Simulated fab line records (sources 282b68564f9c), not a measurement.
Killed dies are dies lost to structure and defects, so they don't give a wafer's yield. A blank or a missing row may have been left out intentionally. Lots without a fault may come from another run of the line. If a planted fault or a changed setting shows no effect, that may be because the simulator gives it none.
What tool caused it? | flow rit_cmos | Sampling: 14 lots, 42 wafers, 4 of 202 route steps

WHAT THE GAUGES SHOWED, per wafer
RIT_GATE_THK_MEAS_07. Usual: GATE_OXIDE_THK gives 3.01 nm (standard deviation 0.071).
lot  | measured    | on            | GATE_OXIDE_THK (nm) | flag
L222 | day 2 21:08 | film_metro-04 | 2.99 2.90 2.97      |
L224 | day 3 06:40 | film_metro-02 | 3.03 3.09 3.01      |
L225 | day 3 10:45 | film_metro-04 | 3.07 3.13 3.04      |
L227 | day 3 23:43 | film_metro-02 | 2.99 2.98 2.95      |
L228 | day 4 02:49 | film_metro-03 | 3.08 3.08 2.99      |
L230 | day 4 13:08 | film_metro-04 | 3.03 3.05 2.97      |
L231 | day 4 20:23 | film_metro-02 | 3.00 3.09 3.04      |
L232 | day 5 03:14 | film_metro-02 | 2.96 2.99 3.03      |
L235 | day 5 19:22 | film_metro-02 | 3.05 3.03 2.94      |
L238 | day 6 11:37 | film_metro-04 | 3.10 3.14 3.17      |
L239 | day 6 16:12 | film_metro-04 | 2.94 3.04 2.96      |
L240 | day 6 17:55 | film_metro-02 | 2.96 2.98 2.99      |
L241 | day 7 01:16 | film_metro-02 | 3.08 3.09 3.12      |
L242 | day 7 03:35 | film_metro-03 | 3.17 3.12 3.07      |

RIT_GATE_OVL_MEAS_17. Usual: GATE_OVL gives 0.0 nm (standard deviation 1.4).
lot  | measured    | on         | GATE_OVL (nm)  | flag
L222 | day 3 00:05 | overlay-01 | 0.2 -0.2 -0.3  |
L224 | day 3 09:22 | overlay-02 | -0.2 1.3 0.9   |
L225 | day 3 13:38 | overlay-02 | -3.4 -1.4 -2.3 |
L227 | day 4 02:29 | overlay-02 | -0.4 0.1 0.5   |
L228 | day 4 05:30 | overlay-01 | 0.3 -0.7 0.8   |
L230 | day 4 15:58 | overlay-02 | 0.9 -0.4 0.3   |
L231 | day 4 23:13 | overlay-02 | 1.6 -0.6 2.4   |
L232 | day 5 06:04 | overlay-01 | 0.9 -0.8 -1.0  |
L235 | day 5 22:04 | overlay-01 | 0.3 1.7 1.7    |
L238 | day 6 14:19 | overlay-01 | 3.1 2.9 2.6    |
L239 | day 6 20:11 | overlay-01 | -1.0 -3.0 -2.4 |
L240 | day 6 20:55 | overlay-02 | -2.7 -1.6 -2.1 |
L241 | day 7 03:58 | overlay-01 | -1.3 -1.7 -0.3 |
L242 | day 7 07:27 | overlay-01 | 1.2 1.0 2.5    |

WHICH TOOL RAN EACH LOT (tool, then ch and the chambers of the sampled wafers, then the start)
lot  | RIT_NWELL_STRIP_09                  | RIT_NRETRO_SOFTBAKE_02
L222 | plasma_asher-02 ch 0,1, day 2 06:49 | litho_track-01 ch 0, day 2 16:23
L224 | plasma_asher-04 ch 0,1, day 2 17:31 | litho_track-01 ch 0, day 3 01:10
L225 | plasma_asher-02 ch 0,1, day 2 21:49 | litho_track-04 ch 0, day 3 05:43
L227 | plasma_asher-04 ch 0,1, day 3 09:56 | litho_track-04 ch 0, day 3 17:46
L228 | plasma_asher-01 ch 0,1, day 3 14:23 | litho_track-04 ch 0, day 3 22:07
L230 | plasma_asher-04 ch 0,1, day 4 00:31 | litho_track-04 ch 0, day 4 08:26
L231 | plasma_asher-02 ch 0,1, day 4 05:21 | litho_track-04 ch 0, day 4 13:27
L232 | plasma_asher-01 ch 0,1, day 4 11:34 | litho_track-04 ch 0, day 4 20:44
L235 | plasma_asher-02 ch 1, day 5 02:32   | litho_track-01 ch 0, day 5 11:46
L238 | plasma_asher-04 ch 0,1, day 5 17:29 | litho_track-01 ch 0, day 6 04:11
L239 | plasma_asher-01 ch 0,1, day 6 02:32 | litho_track-01 ch 0, day 6 09:56
L240 | plasma_asher-02 ch 0,1, day 6 03:47 | litho_track-02 ch 0, day 6 12:50
L241 | plasma_asher-01 ch 0,1, day 6 09:34 | litho_track-02 ch 0, day 6 17:46
L242 | plasma_asher-01 ch 0,1, day 6 15:16 | litho_track-01 ch 0, day 6 22:53
- RIT_NWELL_STRIP_09: strips in O2, time 180 s.
- RIT_NRETRO_SOFTBAKE_02: time 60 s.

WHAT THE TOOLS THEMSELVES READ (means of the sampled wafers that have a number; where no wafer has one, the mark that the record gives instead)
RIT_NWELL_STRIP_09. Usual: drypump_motor_current_A reads 5.5 A (standard deviation 0.6).
lot  | tool            | drypump_motor_current_A (A) | flag
L222 | plasma_asher-02 | 5.9                         |
L224 | plasma_asher-04 | 6.0                         |
L225 | plasma_asher-02 | 5.6                         |
L227 | plasma_asher-04 | 6.0                         |
L228 | plasma_asher-01 | 5.1                         |
L230 | plasma_asher-04 | 6.0                         |
L231 | plasma_asher-02 | 5.6                         |
L232 | plasma_asher-01 | 4.9                         |
L235 | plasma_asher-02 | 6.1                         |
L238 | plasma_asher-04 | 6.0                         |
L239 | plasma_asher-01 | 4.9                         |
L240 | plasma_asher-02 | 5.9                         |
L241 | plasma_asher-01 | 4.9                         |
L242 | plasma_asher-01 | 5.0                         |

RIT_NRETRO_SOFTBAKE_02. Usual: heater_power_total_W 34.57 W, standard deviation 0.05; plate_temp_C 89.99 C, standard deviation 0.13.
lot  | tool           | heater_power_total_W (W) | plate_temp_C (C) | flag
L222 | litho_track-01 | 34.58                    | 90.01            |
L224 | litho_track-01 | 34.61                    | 89.98            |
L225 | litho_track-04 | 34.52                    | 90.18            |
L227 | litho_track-04 | 34.60                    | 89.95            |
L228 | litho_track-04 | 34.53                    | 89.95            |
L230 | litho_track-04 | 34.58                    | 90.01            |
L231 | litho_track-04 | 34.96                    | 90.64            | OFF
L232 | litho_track-04 | 34.99                    | 90.51            | OFF
L235 | litho_track-01 | 34.56                    | 89.94            |
L238 | litho_track-01 | 34.57                    | 89.94            |
L239 | litho_track-01 | 34.59                    | 89.97            |
L240 | litho_track-02 | 34.60                    | 90.00            |
L241 | litho_track-02 | 34.55                    | 90.06            |
L242 | litho_track-01 | 34.55                    | 90.02            |

THE ANSWER, worked out from the rows above alone
Rule: take the mean of a lot's wafers that have a number; if it is more than 3 standard deviations from the usual mean, the lot is off. Also off: a lot with no number at a reading for which 4 or more lots have one. The other lots that the step has rows for count as sound. First the gauges in route order, then the tools' own readings, where a lot's mean is used as printed above. At the first step where some lot is off, the reading lying furthest off is the one used; lots without a number count as furthest.
Off: L231, L232 (RIT_NRETRO_SOFTBAKE_02, heater_power_total_W).
A tool fits if, at that step or a process step before it, it ran every lot that is off, and no sound lot after the first of them. One fits: litho_track-04 at RIT_NRETRO_SOFTBAKE_02. Its last sound lot is L230 (day 4 08:26), its first lot that is off L231 (day 4 13:27): a fault that began between those two fits.
The tool's own readings at RIT_NRETRO_SOFTBAKE_02 bear it out: on the lots that are off they differ by more than 5 times the standard deviation of the sound lots' means. heater_power_total_W reads 34.98 W there against 34.57 W on the sound lots; plate_temp_C reads 90.58 C there against 90.00 C on the sound lots.

WHAT THE SIMULATOR PUT IN
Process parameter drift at RIT_NRETRO_SOFTBAKE_02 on litho_track-04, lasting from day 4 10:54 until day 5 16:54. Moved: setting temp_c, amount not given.
Shown lots that were struck: L231, L232. The rule above found the same.
